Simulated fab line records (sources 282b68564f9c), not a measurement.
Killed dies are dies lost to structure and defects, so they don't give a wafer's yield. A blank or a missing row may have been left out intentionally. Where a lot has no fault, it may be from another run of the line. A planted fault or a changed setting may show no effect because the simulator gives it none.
Check for tools in common + flow rit cmos + Sample size 15 lots and 45 wafers

== REASON IT WAS OPENED ==
RIT_PSD_TW_MEAS_10, reading PSD_TW: flagged on 3 of 15 lots. No-fault wafers: 3417, standard deviation 31.
Rule: flag the lot when none of its wafers has a number, or when each of its wafers that has one lies beyond 4 standard deviations from that mean. All remaining lots are regarded as sound.

| lot  | measured    | on            | PSD_TW, wafer by wafer | flag    |
|------|-------------|---------------|------------------------|---------|
| L224 | day 3 02:53 | film metro-03 | 3469 3465 3479         |         |
| L225 | day 3 08:52 | film metro-01 | 3428 3415 3423         |         |
| L226 | day 3 12:48 | film metro-01 | 3438 3438 3446         |         |
| L227 | day 3 18:41 | film metro-02 | 3357 3363 3352         |         |
| L228 | day 4 04:15 | film metro-03 | 3445 3430 3437         |         |
| L229 | day 4 06:02 | film metro-02 | 3401 3381 3390         |         |
| L230 | day 4 07:52 | film metro-03 | 3456 3464 3436         |         |
| L231 | day 4 14:36 | film metro-02 | 3380 3387 3374         |         |
| L232 | day 4 21:55 | film metro-03 | 3438 3451 3441         |         |
| L233 | day 5 03:14 | film metro-03 | 3457 3469 3483         |         |
| L234 | day 5 11:32 | film metro-03 | 3639 3635 3637         | FLAGGED |
| L235 | day 5 19:07 | film metro-01 | 3542 3557 3554         | FLAGGED |
| L240 | day 6 18:56 | film metro-03 | 3578 3580 3591         | FLAGGED |
| L241 | day 7 05:20 | film metro-01 | 3407 3370 3391         |         |
| L246 | day 8 02:20 | film metro-03 | 3449 3436 3447         |         |
The mean of the flagged lots' numbers is 3590, +173 from the usual (+6 standard deviations).

== WHICH TOOL EACH LOT WENT THROUGH ==
3 process steps preceding the reading are held in the record, out of 202 steps in the route. Every cell lists first the tool, next ch and the chambers used by the sampled wafers, and last the start.
| lot  | flag    | RIT_NRETRO_STRIP_09                 | RIT_NLDD_STRIP_09                   | RIT_PSD_IMPLANT_08             |
|------|---------|-------------------------------------|-------------------------------------|--------------------------------|
| L224 |         | plasma asher-03 ch 0,1, day 2 07:10 | plasma asher-01 ch 0,1, day 2 19:49 | implanter-01 ch 0, day 3 02:34 |
| L225 |         | plasma asher-04 ch 1, day 2 11:34   | plasma asher-01 ch 0,1, day 3 01:42 | implanter-01 ch 0, day 3 08:34 |
| L226 |         | plasma asher-03 ch 0,1, day 2 17:54 | plasma asher-01 ch 0,1, day 3 05:29 | implanter-04 ch 0, day 3 12:28 |
| L227 |         | plasma asher-02 ch 0,1, day 2 21:40 | plasma asher-01 ch 0,1, day 3 10:14 | implanter-03 ch 0, day 3 18:22 |
| L228 |         | plasma asher-04 ch 0,1, day 3 04:41 | plasma asher-04 ch 0,1, day 3 20:41 | implanter-01 ch 0, day 4 03:56 |
| L229 |         | plasma asher-02 ch 0,1, day 3 09:18 | plasma asher-02 ch 0,1, day 3 22:15 | implanter-03 ch 0, day 4 05:44 |
| L230 |         | plasma asher-02 ch 0, day 3 13:31   | plasma asher-01 ch 0,1, day 4 00:45 | implanter-03 ch 0, day 4 07:32 |
| L231 |         | plasma asher-03 ch 0,1, day 3 18:38 | plasma asher-01 ch 0,1, day 4 07:30 | implanter-01 ch 0, day 4 14:16 |
| L232 |         | plasma asher-02 ch 0,1, day 4 01:47 | plasma asher-02 ch 0,1, day 4 14:53 | implanter-03 ch 0, day 4 21:37 |
| L233 |         | plasma asher-04 ch 0,1, day 4 06:11 | plasma asher-02 ch 0,1, day 4 20:10 | implanter-01 ch 0, day 5 02:54 |
| L234 | FLAGGED | plasma asher-03 ch 0,1, day 4 11:16 | plasma asher-02 ch 0,1, day 5 03:49 | implanter-03 ch 0, day 5 10:53 |
| L235 | FLAGGED | plasma asher-02 ch 0,1, day 4 14:07 | plasma asher-01 ch 0,1, day 5 11:06 | implanter-04 ch 0, day 5 18:23 |
| L240 | FLAGGED | plasma asher-03 ch 0,1, day 5 21:28 | plasma asher-02 ch 0,1, day 6 11:25 | implanter-04 ch 0, day 6 18:19 |
| L241 |         | plasma asher-03 ch 0,1, day 6 04:59 | plasma asher-02 ch 0,1, day 6 22:26 | implanter-04 ch 0, day 7 05:02 |
| L246 |         | plasma asher-03 ch 0,1, day 7 01:49 | plasma asher-04 ch 0, day 7 17:41   | implanter-03 ch 0, day 8 02:01 |
What is done by these steps:
- RIT_NRETRO_STRIP_09: strips in O2, time 180 s.
- RIT_NLDD_STRIP_09: strips in O2, time 180 s.
- RIT_PSD_IMPLANT_08
- RIT_PSD_TW_MEAS_10

== FLAGGED OVER TOTAL, TOOL BY TOOL (the gauges that took the reading come last) ==
| step                | tool            | lots run | flagged | share of the flagged lots | sound lots run after its first flagged lot |
|---------------------|-----------------|----------|---------|---------------------------|--------------------------------------------|
| RIT_NRETRO_STRIP_09 | plasma asher-02 | 5        | 1       | some                      | 0                                          |
| RIT_NRETRO_STRIP_09 | plasma asher-03 | 7        | 2       | some                      | 2 (L241,L246)                              |
| RIT_NRETRO_STRIP_09 | plasma asher-04 | 3        | 0       | none                      | -                                          |
| RIT_NLDD_STRIP_09   | plasma asher-01 | 7        | 1       | some                      | 0                                          |
| RIT_NLDD_STRIP_09   | plasma asher-02 | 6        | 2       | some                      | 1 (L241)                                   |
| RIT_NLDD_STRIP_09   | plasma asher-04 | 2        | 0       | none                      | -                                          |
| RIT_PSD_IMPLANT_08  | implanter-01    | 5        | 0       | none                      | -                                          |
| RIT_PSD_IMPLANT_08  | implanter-03    | 6        | 1       | some                      | 1 (L246)                                   |
| RIT_PSD_IMPLANT_08  | implanter-04    | 4        | 2       | some                      | 1 (L241)                                   |
| RIT_PSD_TW_MEAS_10  | film metro-01   | 4        | 1       | some                      | 1 (L241)                                   |
| RIT_PSD_TW_MEAS_10  | film metro-02   | 3        | 0       | none                      | -                                          |
| RIT_PSD_TW_MEAS_10  | film metro-03   | 8        | 2       | some                      | 1 (L246)                                   |

== THE TABLE: WHAT IT ALLOWS ==
No row of the table ran every flagged lot.

== WHAT THE SIMULATOR HAD INSERTED ==
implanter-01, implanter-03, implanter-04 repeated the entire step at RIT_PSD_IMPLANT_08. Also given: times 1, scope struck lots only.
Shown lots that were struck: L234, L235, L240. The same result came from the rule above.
